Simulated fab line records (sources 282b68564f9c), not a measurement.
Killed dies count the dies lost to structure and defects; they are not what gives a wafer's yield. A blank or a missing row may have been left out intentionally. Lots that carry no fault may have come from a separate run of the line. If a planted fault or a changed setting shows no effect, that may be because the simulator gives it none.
The tool behind it: which one? :: flow rit-cmos :: 21 wafers from 7 lots sampled at 4 of the route's 202 steps

== WHAT EACH GAUGE READ, for each wafer ==
RIT_CONTACT_THK_MEAS_01.
lot: L521
measured: day 3 07:32
on: film-metro-02
CONTACT_TEOS_THK (nm): 398 392 402

lot: L525
measured: day 4 11:16
on: film-metro-04
CONTACT_TEOS_THK (nm): 392 398 401

lot: L529
measured: day 5 15:48
on: film-metro-04
CONTACT_TEOS_THK (nm): 397 397 407

lot: L534
measured: day 6 11:11
on: film-metro-02
CONTACT_TEOS_THK (nm): 393 396 314

lot: L536
measured: day 6 22:10
on: film-metro-04
CONTACT_TEOS_THK (nm): 395 404 400

lot: L541
measured: day 7 17:44
on: film-metro-01
CONTACT_TEOS_THK (nm): 404 404 406

lot: L543
measured: day 7 23:12
on: film-metro-01
CONTACT_TEOS_THK (nm): 397 402 415

== EACH LOT AND THE TOOL THAT RAN IT (in order: tool; ch and the chambers of the sampled wafers; start) ==
lot: L521
RIT_PWELL_STRIP_09: plasma-asher-02 ch 0,1, day 2 04:08
RIT_GATE_ETCH_19: rie-si-01 ch 0,1,3, day 2 17:56
RIT_CONTACT_CVD_00: pecvd-02 ch 0,1, day 3 07:29

lot: L525
RIT_PWELL_STRIP_09: plasma-asher-01 ch 0, day 3 00:32
RIT_GATE_ETCH_19: rie-si-01 ch 0,2,3, day 3 21:10
RIT_CONTACT_CVD_00: pecvd-01 ch 1,2, day 4 11:13

lot: L529
RIT_PWELL_STRIP_09: plasma-asher-01 ch 0,1, day 4 01:02
RIT_GATE_ETCH_19: rie-si-01 ch 0,2,3, day 4 22:55
RIT_CONTACT_CVD_00: pecvd-03 ch 0,1,2, day 5 15:45

lot: L534
RIT_PWELL_STRIP_09: plasma-asher-03 ch 0, day 5 00:53
RIT_GATE_ETCH_19: rie-si-02 ch 0,2,3, day 5 20:45
RIT_CONTACT_CVD_00: pecvd-01 ch 1,2, day 6 11:07

lot: L536
RIT_PWELL_STRIP_09: plasma-asher-03 ch 0,1, day 5 13:15
RIT_GATE_ETCH_19: rie-si-02 ch 1,2,3, day 6 07:10
RIT_CONTACT_CVD_00: pecvd-03 ch 0,2, day 6 22:07

lot: L541
RIT_PWELL_STRIP_09: plasma-asher-01 ch 1, day 6 10:13
RIT_GATE_ETCH_19: rie-si-01 ch 0,2,3, day 7 04:09
RIT_CONTACT_CVD_00: pecvd-02 ch 0,1,2, day 7 17:41

lot: L543
RIT_PWELL_STRIP_09: plasma-asher-01 ch 0,1, day 6 18:23
RIT_GATE_ETCH_19: rie-si-02 ch 0,1, day 7 09:21
RIT_CONTACT_CVD_00: pecvd-03 ch 0,1, day 7 23:07
- RIT_PWELL_STRIP_09: strips in O2, time 180 s.
- RIT_GATE_ETCH_19: etches poly-Si in SF6/CHF3/O2, stops on SiO2, time 165 s, target depth 312.5 nm.
- RIT_CONTACT_CVD_00: deposits SiO2 from TEOS, target thk 400 nm, time 61 s.

== THE ANSWER, worked out from the rows above alone ==
Rule: the usual values come from the lots themselves. The widest of any qualifying gaps counts: lots, ordered by their means at a reading, are off when they make up no more than a third of the lots, leave a main group of 4 or more, and stand apart from it by 3 or more times the standard deviation of that group's means. A main group whose means are all the same, to the digits that the tables above print for the reading, isn't used. Also off: a lot with no number at a reading for which 4 or more lots have one. The other lots that the step has rows for count as sound.
Off: L534, seen at RIT_CONTACT_THK_MEAS_01 (CONTACT_TEOS_THK). Main group: mean 401 nm, sd 3.1.
If a tool, at a process step before that reading, ran all the lots that are off and no sound lot after the first of them, it fits. Those tools and the gauges at RIT_CONTACT_THK_MEAS_01 are tried in the same way. Undecided on this evidence; 2 tools fit (pecvd-01 at RIT_CONTACT_CVD_00, film-metro-02 at RIT_CONTACT_THK_MEAS_01).

== WHAT WAS PUT IN BY THE SIMULATOR ==
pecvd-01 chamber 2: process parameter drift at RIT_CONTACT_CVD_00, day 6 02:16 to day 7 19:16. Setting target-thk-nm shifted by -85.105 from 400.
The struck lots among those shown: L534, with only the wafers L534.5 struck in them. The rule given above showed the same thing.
